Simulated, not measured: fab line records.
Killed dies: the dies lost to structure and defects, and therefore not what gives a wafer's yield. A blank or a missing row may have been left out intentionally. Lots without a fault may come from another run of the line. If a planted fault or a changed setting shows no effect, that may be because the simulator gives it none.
A struck lot beside a sound one | flow berkeley cmos170 | 16 out of 331 route steps
Sound: these wafers, L140.1, L140.3, L140.6. Wafers L157.2, L157.5, L157.6 were the ones struck. At the end, the cause is stated.
Per side, at each step with rows, come the tool, then ch with its chambers, and then its first start. Under that, the readings that differ: sound wafers | struck wafers | difference of the means | sigmas: that difference in standard deviations of wafers without a fault.
alike: same words and numbers on both sides, and readings whose means sit less than 2 such deviations apart. not compared: any withheld reading, any reading some wafer has no value for, any bound like >300 that may hide the same value, and any number with overlapping values for which the record gives no deviation.
A row with sigmas, a row that says differs or no value, or rows on one side alone: a step with any of these is where the two part. When numbers do not overlap yet have no deviation, they are printed without sigmas and do not part them. A reading missing from all wafers of one side parts the sides only when that side holds two or more wafers.

first, 3 steps without rows for these wafers: UCB170_BACKSIDE_HMDS_00 (prime time 60 s); UCB170_BACKSIDE_COAT_01 (resist thk 900 nm); UCB170_BACKSIDE_SOFTBAKE_02 (time 60 s).
UCB170_BACKSIDE_STRIP_03: strips in O2.
  sound on plasma asher-02 ch 0,1, day 8 13:28; struck on plasma asher-02 ch 0,1, day 11 21:50
  alike: drypump motor current A, o2 flow sccm, oes product au, strip time to endpoint s
  not compared: rf hours counter h
then, 1 step without rows for these wafers: UCB170_BACKSIDE_CLEAN_04 (cleans in SPM, time 600 s).
UCB170_SDANNEAL_RTA_00: time 10 s.
  sound on rtp anneal-02 ch 0, day 8 13:46; struck on rtp anneal-02 ch 0, day 11 22:17
  alike: lamp power pct, wafer_temp_C_max
UCB170_SDANNEAL_RTA_01: time 5 s.
  sound on rtp anneal-02 ch 0, day 8 13:50; struck on rtp anneal-02 ch 0, day 11 22:22
  alike: lamp power pct, wafer_temp_C_max
UCB170_SDANNEAL_RS_MEAS_02: uses a four-point probe to measure.
  struck on film metro-02, day 11 22:35; sound on film metro-01, day 8 13:56
  alike: PSD_RS
UCB170_SDANNEAL_RS_MEAS_03: uses a four-point probe to measure.
  struck on film metro-02, day 11 22:42; sound on film metro-01, day 8 14:03
  reading         | sound             | struck            | difference | sigmas
  NSD_RS (ohm/sq) | 37.20 37.17 37.18 | 37.48 37.42 37.43 | +0.26      | +3
UCB170_SDANNEAL_RS_MEAS_04: uses a four-point probe to measure.
  struck on film metro-02, day 11 22:49; sound on film metro-01, day 8 14:10
  alike: PLDD_RS
UCB170_SDANNEAL_RS_MEAS_05: uses a four-point probe to measure.
  struck on film metro-02, day 11 22:56; sound on film metro-01, day 8 14:17
  alike: NLDD_RS
then, 1 step without rows for these wafers: UCB170_SILICIDE_PRE_CLEAN_00 (preclean etch time 60 s).
UCB170_SILICIDE_SPUTTER_01: material Ti, target thk 30 nm, time 25 s.
  struck on pvd sputter-03, day 11 23:07; sound on pvd sputter-03, day 8 14:29
  no value came back on the struck wafers for cathode dc power W (W), chamber pressure pa (Pa), throttle valve pct (%); on the sound wafers cathode dc power W (W) reads 1500.2 1500.1 1500.2
UCB170_SILICIDE_RS_MEAS_02: uses a four-point probe to measure.
  struck on film metro-02, day 11 23:35; sound on film metro-02, day 8 14:31
  reading                 | sound          | struck | difference                    | sigmas
  SILICIDE_TI_RS (ohm/sq) | 25.9 25.8 25.8 | - - -  | no value on the struck wafers |
  not compared: hold
UCB170_SILICIDE_THK_MEAS_03: measures by xrf.
  struck on film metro-02, day 12 04:37; sound on film metro-02, day 8 14:38
  reading              | sound          | struck         | difference | sigmas
  SILICIDE_TI_THK (nm) | 30.5 30.6 30.6 | <0.0 <0.0 <0.0 | differs    |
  not compared: hold
UCB170_M3_PROBE_99:
  the record has rows for the sound wafers here (prober-01, day 9 11:37) and none for the struck ones

== WHERE THEY PART ==
First at UCB170_SDANNEAL_RS_MEAS_03; last, within this record, at UCB170_M3_PROBE_99.

WHY: what the simulator had put in
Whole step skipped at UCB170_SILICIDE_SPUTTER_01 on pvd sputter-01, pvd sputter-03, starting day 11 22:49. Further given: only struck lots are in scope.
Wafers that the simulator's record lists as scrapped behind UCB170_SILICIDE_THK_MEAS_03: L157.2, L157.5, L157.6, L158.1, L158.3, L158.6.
